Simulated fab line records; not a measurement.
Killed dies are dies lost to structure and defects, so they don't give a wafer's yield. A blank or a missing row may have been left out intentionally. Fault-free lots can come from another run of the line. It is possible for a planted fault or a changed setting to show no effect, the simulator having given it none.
A struck lot beside a sound one    flow rit-cmos    15 steps out of a route of 202
Sound: wafers L326.1, L326.3, L326.6. Struck: wafers L342.1, L342.3, L342.6. Last of all comes the cause.
Order at every step that has rows: each side's tool, ch and its chambers, its first start. Under that, the readings that differ: sound wafers    struck wafers    difference of the means    sigmas: that difference in standard deviations of wafers without a fault.
alike: same words and numbers on both sides, and readings whose means sit less than 2 such deviations apart. not compared: any withheld reading, any reading some wafer has no value for, any bound like >300 that may hide the same value, and any number with overlapping values for which the record gives no deviation.
Wherever a step has rows on one side only, a row that says differs or no value, or a row with sigmas, the two part there. Non-overlapping numbers with no deviation appear without sigmas and do not part them. A reading that every wafer of one side lacks parts them only if that side has two wafers or more.

RIT_SDANNEAL_RS_MEAS_07: uses a four-point probe to measure.
  struck on film-metro-01, day 7 11:15; sound on film-metro-02, day 4 05:15
  alike: NLDD_RS
then, 1 step without rows for these wafers: RIT_SILICIDE_WET_ETCH_00 (etches SiO2 in BOE, target depth 14 nm, time 15 s).
RIT_SILICIDE_SPUTTER_01: material Ti, target thk 30 nm, time 240 s.
  struck on pvd-sputter-04, day 7 11:23; sound on pvd-sputter-04, day 4 05:23
  alike: throttle-valve-pct
RIT_SILICIDE_RS_MEAS_02: uses a four-point probe to measure.
  struck on film-metro-04, day 7 11:32; sound on film-metro-01, day 4 05:32
  alike: SILICIDE_TI_RS
RIT_SILICIDE_THK_MEAS_03: measures by xrf.
  struck on film-metro-04, day 7 11:39; sound on film-metro-01, day 4 05:39
  alike: SILICIDE_TI_THK
RIT_SILICIDE_RTA_04: time 10 s, ramp up 5 s, ramp down 5 s.
  sound on rtp-anneal-01 ch 0, day 4 05:43; struck on rtp-anneal-01 ch 0, day 7 11:43
  alike: anneal-temp-c-max, wafer_temp_C_max
then, 1 step without rows for these wafers: RIT_SILICIDE_WET_ETCH_05 (etches Ti in SPM, time 120 s).
RIT_SILICIDE_RTA_06: time 10 s, ramp up 5 s, ramp down 10 s.
  sound on rtp-anneal-02 ch 0, day 4 05:49; struck on rtp-anneal-02 ch 0, day 7 11:49
  alike: anneal-temp-c-max, wafer_temp_C_max
RIT_CONTACT_CVD_00: deposits SiO2 from TEOS, target thk 400 nm, time 61 s.
  sound on pecvd-04 ch 0,1,2, day 4 05:53; struck on pecvd-04 ch 0,1,2, day 7 11:53
  alike: heater-power-w
RIT_CONTACT_THK_MEAS_01:
  struck on film-metro-03, day 7 11:56; sound on film-metro-03, day 4 05:56
  alike: CONTACT_TEOS_THK
then, 2 steps without rows for these wafers: RIT_CONTACT_HMDS_02 (prime time 60 s); RIT_CONTACT_COAT_03 (resist thk 1000 nm).
RIT_CONTACT_SOFTBAKE_04: time 60 s.
  sound on litho-track-02 ch 0, day 4 06:18; struck on litho-track-03 ch 0, day 7 12:18
reading                   sound              struck             difference  sigmas
heater-power-total-W (W)  34.64 34.49 34.52  35.76 35.71 35.84  +1.22       +25
run-length-s (s)          89.37 89.53 89.47  82.03 82.04 82.06  -7.41       -32
  alike: chill-plate-temp-C
then, 1 step without rows for these wafers: RIT_CONTACT_EXPOSE_05 (exposes mask M11, target cd 1000 nm).
RIT_M1_PROBE_99:
  struck on prober-01, day 7 18:21; sound on prober-01, day 4 12:15
  alike: killed-at-contacts, killed-at-front-end, killed-dies, killed-open, killed-short

WHERE THEY PART
Only at RIT_CONTACT_SOFTBAKE_04, as far as this record shows. Later steps at which nothing parts them and some readings are alike: RIT_M1_PROBE_99.

WHY: what the simulator had put in
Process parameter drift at RIT_CONTACT_SOFTBAKE_04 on litho-track-03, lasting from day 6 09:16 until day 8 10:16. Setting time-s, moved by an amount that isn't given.
